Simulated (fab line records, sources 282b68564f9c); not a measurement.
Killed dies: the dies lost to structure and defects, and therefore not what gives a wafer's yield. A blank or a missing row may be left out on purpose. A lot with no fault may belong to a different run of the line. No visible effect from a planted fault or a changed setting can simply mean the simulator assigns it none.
Split-lot trial ; flow rit cmos ; 23 wafers read from 5 lots, route of 202 steps

ABOUT THE SPLIT
At RIT_SPACER_CVD_03 (deposits Si3N4 from SiH2Cl2/NH3, target thk 250 nm, time 3300 s), the setting time s was moved away from the recipe's 3300 s on 15 of the 23 wafers read, by -9.2% to +9.8%. This setting was run at the recipe's value on the other wafers.

FROM THE SPLIT TO THE READING: what the file shows between them, 1 step
- RIT_SPACER_THK_MEAS_04

THE READING
oes product au, in a.u., at RIT_SPACER_ETCHBACK_05 (etches Si3N4 in SF6/CHF3, stops on SiO2, target depth 250 nm, time 240 s). A value of 0.844 a.u. with a standard deviation of 0.015 a.u. is what fault-free wafers of this fab line usually give.

wafer;tool, chamber at the split;time s as run, s;against the recipe;oes product au, a.u.;against lot-mates on the recipe
L074.1;-, -;3624;+9.8%;0.885;no lot-mate on the recipe
L074.2;-, -;3624;+9.8%;0.916;no lot-mate on the recipe
L074.4;-, -;3624;+9.8%;0.906;no lot-mate on the recipe
L074.5;-, -;3624;+9.8%;0.904;no lot-mate on the recipe
L074.6;-, -;3624;+9.8%;0.925;no lot-mate on the recipe
L076.1;lpcvd-01, 1;3300;recipe;0.830;-
L076.2;lpcvd-01, 1;3300;recipe;0.843;-
L076.5;lpcvd-01, 1;3300;recipe;0.827;-
L078.1;-, -;3300;recipe;0.865;-
L078.2;-, -;3300;recipe;0.826;-
L078.4;-, -;3300;recipe;0.857;-
L078.5;-, -;3300;recipe;0.848;-
L078.6;-, -;3300;recipe;0.831;-
L083.1;-, -;3583;+8.6%;0.910;no lot-mate on the recipe
L083.2;-, -;3583;+8.6%;0.900;no lot-mate on the recipe
L083.3;-, -;3583;+8.6%;0.886;no lot-mate on the recipe
L083.4;-, -;3583;+8.6%;0.882;no lot-mate on the recipe
L083.6;-, -;3583;+8.6%;0.909;no lot-mate on the recipe
L084.1;-, -;2997;-9.2%;0.786;no lot-mate on the recipe
L084.2;-, -;2997;-9.2%;0.772;no lot-mate on the recipe
L084.3;-, -;2997;-9.2%;0.784;no lot-mate on the recipe
L084.4;-, -;2997;-9.2%;0.791;no lot-mate on the recipe
L084.5;-, -;2997;-9.2%;0.795;no lot-mate on the recipe

THE FIT
A straight line over all 23 wafers: oes product au changes by +0.0064 a.u. for each +1% of time s; r = +0.97; the points scatter about the line by 0.013 a.u.
Too few moved wafers have a lot-mate on the recipe to fit a line with each lot's own level taken away.

THE WHOLE CHAIN: every reading that the file lists as answering this split, in the file's order
step;what it does;reading;change (the file's fit);r (the file's)
RIT_SPACER_CVD_03;deposits Si3N4 from SiH2Cl2/NH3, target thk 250 nm, time 3300 s;Si3N4_of_SPACER_CVD_03.thk nm (the simulator's own value, which no gauge read);+2.53 nm for each +1% of the setting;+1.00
RIT_SPACER_THK_MEAS_04;;SPACER_NITRIDE_THK;+2.53 for each +1% of the setting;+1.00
RIT_SPACER_ETCHBACK_05;etches Si3N4 in SF6/CHF3, stops on SiO2, target depth 250 nm, time 240 s;oes product au;+0.00639 a.u. for each +1% of the setting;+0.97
RIT_SPACER_ETCHBACK_05;etches Si3N4 in SF6/CHF3, stops on SiO2, target depth 250 nm, time 240 s;etch.depth nm (the simulator's own value, which no gauge read);+2.53 nm for each +1% of the setting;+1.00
RIT_SPACER_ETCHBACK_05;etches Si3N4 in SF6/CHF3, stops on SiO2, target depth 250 nm, time 240 s;Si3N4_of_SPACER_CVD_03.thk nm (the simulator's own value, which no gauge read);+1.96 nm for each +1% of the setting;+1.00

FILE'S OWN FIT
oes product au changes by +0.00639 a.u. for each +1% of time s, r = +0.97.
